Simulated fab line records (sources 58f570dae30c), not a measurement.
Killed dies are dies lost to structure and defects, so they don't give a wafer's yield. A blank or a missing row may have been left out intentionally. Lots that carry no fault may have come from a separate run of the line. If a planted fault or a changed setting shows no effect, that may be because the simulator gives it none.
Chamber matching :: flow berkeleyCmos170 :: UCB170_V2_CMP_02 on cmp-02 has 4 sister chambers
The step polishes SiO2. 22 wafers are shown with their chamber, then 11 later ones without.

WAFERS, EACH WITH ITS CHAMBER
wafer: L747.1
chamber: 3
motorCurrentA (A): 17.9

wafer: L747.3
chamber: 0
motorCurrentA (A): 13.6

wafer: L747.5
chamber: 0
motorCurrentA (A): 14.7

wafer: L750.1
chamber: 3
motorCurrentA (A): 17.2

wafer: L750.4
chamber: 2
motorCurrentA (A): 15.1

wafer: L750.5
chamber: 1
motorCurrentA (A): 13.3

wafer: L749.3
chamber: 0
motorCurrentA (A): 14.3

wafer: L749.4
chamber: 2
motorCurrentA (A): 15.2

wafer: L749.6
chamber: 0
motorCurrentA (A): 15.0

wafer: L751.1
chamber: 2
motorCurrentA (A): 15.3

wafer: L751.4
chamber: 3
motorCurrentA (A): 17.4

wafer: L751.6
chamber: 3
motorCurrentA (A): 17.4

wafer: L755.1
chamber: 0
motorCurrentA (A): 14.1

wafer: L755.3
chamber: 2
motorCurrentA (A): 15.1

wafer: L755.6
chamber: 3
motorCurrentA (A): 18.0

wafer: L762.2
chamber: 1
motorCurrentA (A): 11.9

wafer: L762.5
chamber: 2
motorCurrentA (A): 14.5

wafer: L762.6
chamber: 1
motorCurrentA (A): 12.7

wafer: L763.3
chamber: 3
motorCurrentA (A): 16.8

wafer: L763.5
chamber: 1
motorCurrentA (A): 12.3

wafer: L763.6
chamber: 0
motorCurrentA (A): 14.2

wafer: L761.1
chamber: 3
motorCurrentA (A): 17.1

SIGNATURES (means of the wafers above)
reading: motorCurrentA
chamber 0: 14.317
chamber 1: 12.550
chamber 2: 15.040
chamber 3: 17.400
scatter within a chamber: 0.456
Rule: for each reading, subtract the chamber's mean from the wafer's reading, divide by that reading's scatter and square the result; add these up over the readings and take the root, which gives the wafer's distance from the chamber. If the next closest chamber is less than 2 further off than the closest, the wafer can't be placed; otherwise it belongs to the closest. The scatter: the root of (the sum of the squares of (reading less its chamber's mean) over the shown wafers, divided by (wafers less chambers)).

WAFERS WHOSE CHAMBER IS MISSING
wafer: L761.2
motorCurrentA (A): 13.2

wafer: L761.6
motorCurrentA (A): 17.5

wafer: L767.2
motorCurrentA (A): 13.2

wafer: L767.4
motorCurrentA (A): 16.0

wafer: L767.6
motorCurrentA (A): 15.4

wafer: L769.1
motorCurrentA (A): 15.4

wafer: L769.3
motorCurrentA (A): 14.5

wafer: L769.5
motorCurrentA (A): 13.8

wafer: L770.1
motorCurrentA (A): 14.6

wafer: L770.3
motorCurrentA (A): 17.4

wafer: L770.5
motorCurrentA (A): 15.8

WHICH CHAMBER EACH WENT THROUGH
wafer: L761.2
from the rows above: can't be placed: 1 or 0
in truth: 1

wafer: L761.6
from the rows above: 3
in truth: 3

wafer: L767.2
from the rows above: can't be placed: 1 or 0
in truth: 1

wafer: L767.4
from the rows above: can't be placed: 2 or 3 or 0
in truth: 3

wafer: L767.6
from the rows above: can't be placed: 2 or 0
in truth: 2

wafer: L769.1
from the rows above: can't be placed: 2 or 0
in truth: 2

wafer: L769.3
from the rows above: can't be placed: 0 or 2
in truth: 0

wafer: L769.5
from the rows above: can't be placed: 0 or 2 or 1
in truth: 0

wafer: L770.1
from the rows above: can't be placed: 0 or 2
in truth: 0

wafer: L770.3
from the rows above: 3
in truth: 3

wafer: L770.5
from the rows above: can't be placed: 2 or 0 or 3
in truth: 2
Correct placement for 2 of the 11. These rows do not allow placing 9 (true chamber among the candidates in 9). 0 placed wrongly.
